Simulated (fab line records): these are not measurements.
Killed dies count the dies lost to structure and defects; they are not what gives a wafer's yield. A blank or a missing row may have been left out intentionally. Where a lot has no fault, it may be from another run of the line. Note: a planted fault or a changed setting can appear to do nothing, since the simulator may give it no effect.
Struck lot and sound lot, side by side + flow berkeley_cmos170 + 14 out of 331 route steps
Sound: these wafers, L752.1, L752.4, L752.5. Wafers L762.1, L762.3, L762.6 were the ones struck. At the end, the cause is stated.
For every step that has rows: the tool of each side, followed by ch and its chambers, followed by its first start. Under that, the readings that differ: sound wafers + struck wafers + difference of the means + sigmas: that difference in standard deviations of wafers without a fault.
alike: a reading whose means differ by less than 2 such deviations, as well as words and numbers matching on both sides. not compared: withheld readings; readings where some wafer has no value; bounds like >300 that might hide an equal value; numbers whose values overlap and for which the record gives no deviation.
A row with sigmas, a row that says differs or no value, or rows on one side alone: a step with any of these is where the two part. When numbers do not overlap yet have no deviation, they are printed without sigmas and do not part them. A reading that every wafer of one side lacks parts them only if that side has two wafers or more.

first, 2 steps without rows for these wafers: UCB170_NLDD_IMPLANT_08; UCB170_NLDD_IMPLANT_09.
UCB170_NLDD_STRIP_10: strips in O2.
  sound on plasma_asher-04 ch 0,1, day 5 21:49; struck on plasma_asher-04 ch 1, day 8 18:18
  alike: chamber_pressure_mTorr, drypump_motor_current_A, oes_product_au, strip_time_to_endpoint_s
  not compared: rf_hours_counter_h
UCB170_NLDD_TW_MEAS_11:
  struck on film_metro-04, day 8 18:24; sound on film_metro-02, day 5 21:55
  alike: NLDD_TW
then, 1 step without rows for these wafers: UCB170_NLDD_CLEAN_12 (cleans in SPM, time 600 s).
UCB170_SPACER_CVD_00: deposits SiO2 from TEOS/O2, target thk 376 nm, time 47 s.
  sound on pecvd-03 ch 0,1, day 5 22:10; struck on pecvd-04 ch 0,1,2, day 8 18:38
  alike: heater_power_w
UCB170_SPACER_THK_MEAS_01:
  struck on film_metro-01, day 8 18:41; sound on film_metro-01, day 5 22:12
  alike: SPACER_TEOS_THK
then, 1 step without rows for these wafers: UCB170_SPACER_ANNEAL_02 (time 1800 s).
UCB170_SPACER_ETCHBACK_03: etches SiO2 in CHF3/CF4/Ar, stops on Si, target depth 376 nm, time 100 s.
  sound on rie_diel-04 ch 1,2, day 6 02:01; struck on rie_diel-04 ch 1,2, day 9 01:47
  alike: chamber_pressure_mTorr, drypump_motor_current_A, mfc_ar_sccm, oes_product_au, throttle_valve_pct
  not compared: rf_hours_counter_h
then, 3 steps without rows for these wafers: UCB170_PSD_HMDS_00 (prime time 60 s); UCB170_PSD_COAT_01 (resist thk 900 nm); UCB170_PSD_SOFTBAKE_02 (time 60 s).
UCB170_PSD_EXPOSE_03: exposes mask PSELECT MOD, target cd 1200 nm.
  sound on krf_scanner-02 ch 0, day 6 02:46; struck on krf_scanner-02, day 9 02:41
  no value came back on the struck wafers for exposure_dose_mJ_cm2, focus_offset_nm (nm); on the sound wafers exposure_dose_mJ_cm2 reads 29.51 29.50 29.52
  alike: mask
next, for these wafers, 1 step has no rows: UCB170_PSD_PEB_04.

WHERE THEY PART
UCB170_PSD_EXPOSE_03 only, going by this record.

WHY: what had been put in by the simulator
Entire step skipped (krf_scanner-02, UCB170_PSD_EXPOSE_03), from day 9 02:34 onward. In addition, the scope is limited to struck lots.
